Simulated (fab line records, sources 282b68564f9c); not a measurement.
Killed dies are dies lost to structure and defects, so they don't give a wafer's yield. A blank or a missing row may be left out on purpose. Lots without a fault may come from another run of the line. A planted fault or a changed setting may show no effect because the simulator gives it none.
Problem report in the 8D (eight disciplines) form, filled by code | flow rit_cmos | the parts of the form that need people (team, actions taken, sign-off) are left out

1. THE PROBLEM
killed_at_front_end at RIT_M1_PROBE_99 reads a mean of 43.7 on 9 wafers of 3 lots; wafers without a fault read 6.9 with a standard deviation of 2.9. That is +13 standard deviations from the usual mean.
First seen on wafer L261.3, day 5 22:08, on prober-01. The record holds 18 wafers of 6 lots with a number at this step. Rule for "out", or "out of limits": more than 4 standard deviations from the usual mean. The other wafers with a number count as sound.

2. WHAT IT IS AND WHAT IT IS NOT
question                    | is                               | is not
which readings at this step | killed_at_front_end, killed_dies | killed_at_contacts, killed_open, killed_short
which lots                  | L261, L262, L263                 | L264, L265, L269
which wafers of those lots  | all that have a number           | -
read on which tools         | prober-01, prober-02             | -
when                        | from day 5 22:08                 | up to then (0 sound wafers); but 9 sound wafers of L264, L265, L269 came after

3. SUSPECTS, AND WHAT RULES EACH OUT
Counting: a tool at a process step up to the reading stays a suspect if it ran every lot that is out and no sound lot after the first of them.
- wet_bench-03 at RIT_REOX_CLEAN_00 (cleans in SC1, time 600 s): kept. It ran every lot that is out, first L261 (day 5 02:05), and no sound lot after that.
Left after counting: wet_bench-03 at RIT_REOX_CLEAN_00.

4. THE CAUSE (what the simulator had put in)
Chamber particle source: wet_bench-03, from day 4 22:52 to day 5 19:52, at RIT_REOX_CLEAN_00. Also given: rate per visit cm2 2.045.
Counting left only this tool.

5. THE CHAIN OF EFFECTS, in route order
Each row: a reading whose mean over the struck wafers that have a number lies more than 3 standard deviations from the usual. Only readings for which the record gives a usual standard deviation are gone through. hours: the time from each lot's start at the first step in this table that gives one to its start at this step, as a median over the lots. sigmas: the change in usual standard deviations.
hours | step            | reading             | usual | on struck wafers | change | sigmas
0     | RIT_M1_PROBE_99 | killed_at_front_end | 6.9   | 43.7             | +36.8  | +13
0     | RIT_M1_PROBE_99 | killed_dies         | 7.1   | 43.7             | +36.6  | +13
The process steps in it:
- RIT_M1_PROBE_99

6. WHAT WOULD HAVE CAUGHT IT SOONER
In this record the first reading out of limits was taken at day 5 22:08, 23 hours after the fault began at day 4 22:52.
All the lots that are out (3) had begun RIT_REOX_CLEAN_00 on wet_bench-03 by day 5 22:08. A hold on the tool at that time would have spared none of them.
